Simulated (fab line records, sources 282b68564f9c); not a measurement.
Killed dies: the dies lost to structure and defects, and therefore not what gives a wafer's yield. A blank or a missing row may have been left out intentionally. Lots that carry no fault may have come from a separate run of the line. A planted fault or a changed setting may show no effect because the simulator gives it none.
Which tool was responsible? || flow ritCmos || 7 lots, 21 wafers sampled, at 2 steps of a route of 202

WHAT EACH GAUGE READ, for each wafer
RIT_FOX1_THK_MEAS_01.
{"lot": "L342", "measured": "day 1 21:49", "on": "filmMetro-03", "FOX1_OXIDE_THK (nm)": "336 341 339"}
{"lot": "L344", "measured": "day 2 07:57", "on": "filmMetro-03", "FOX1_OXIDE_THK (nm)": "349 352 353"}
{"lot": "L347", "measured": "day 3 00:41", "on": "filmMetro-03", "FOX1_OXIDE_THK (nm)": "347 348 344"}
{"lot": "L349", "measured": "day 3 09:02", "on": "filmMetro-04", "FOX1_OXIDE_THK (nm)": "207 208 214"}
{"lot": "L352", "measured": "day 4 02:01", "on": "filmMetro-02", "FOX1_OXIDE_THK (nm)": "209 208 210"}
{"lot": "L359", "measured": "day 5 11:37", "on": "filmMetro-03", "FOX1_OXIDE_THK (nm)": "355 360 356"}
{"lot": "L362", "measured": "day 6 01:53", "on": "filmMetro-03", "FOX1_OXIDE_THK (nm)": "348 353 355"}

WHICH TOOL RAN EACH LOT (tool, then ch and the chambers of the sampled wafers, then the start)
{"lot": "L342", "RIT_FOX1_OXIDATION_00": "furnace-01 ch 0, day 1 20:31"}
{"lot": "L344", "RIT_FOX1_OXIDATION_00": "furnace-04 ch 0, day 2 06:38"}
{"lot": "L347", "RIT_FOX1_OXIDATION_00": "furnace-04 ch 0, day 2 23:22"}
{"lot": "L349", "RIT_FOX1_OXIDATION_00": "furnace-03 ch 0, day 3 07:41"}
{"lot": "L352", "RIT_FOX1_OXIDATION_00": "furnace-03 ch 0, day 4 00:41"}
{"lot": "L359", "RIT_FOX1_OXIDATION_00": "furnace-01 ch 0, day 5 10:18"}
{"lot": "L362", "RIT_FOX1_OXIDATION_00": "furnace-04 ch 0, day 6 00:34"}
- RIT_FOX1_OXIDATION_00: target thk 350.7 nm, ox time 1130 s.

THE ANSWER, worked out from the rows above alone
Rule: the usual values come from the lots themselves. Put in order of their means at a reading, lots are off if they are a third of the lots or fewer, leave a main group of 4 or more, and stand apart from it by a gap of 3 or more times the standard deviation of the main group's means; of several such gaps the widest counts. A main group whose means are all the same, to the digits that the tables above print for the reading, isn't used. Also off: a lot with no number at a reading for which 4 or more lots have one. Where the step has rows for the other lots, those lots are counted as sound.
Off: at RIT_FOX1_THK_MEAS_01 (FOX1_OXIDE_THK), L349, L352. Mean 349 nm and standard deviation 6.2 in the main group.
A tool fits if, at a process step before that reading, it ran every lot that is off, and no sound lot after the first of them. The gauges at RIT_FOX1_THK_MEAS_01 are tried like those tools. One candidate fits, namely furnace-03 at RIT_FOX1_OXIDATION_00. It ran no sound lot before its first lot that is off in this sample, so the start can't be narrowed down.

WHAT THE SIMULATOR HAD PUT IN
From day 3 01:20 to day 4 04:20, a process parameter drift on furnace-03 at RIT_FOX1_OXIDATION_00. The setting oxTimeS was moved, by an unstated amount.
Struck lots among those shown: L349, L352. The rule given above showed the same thing.
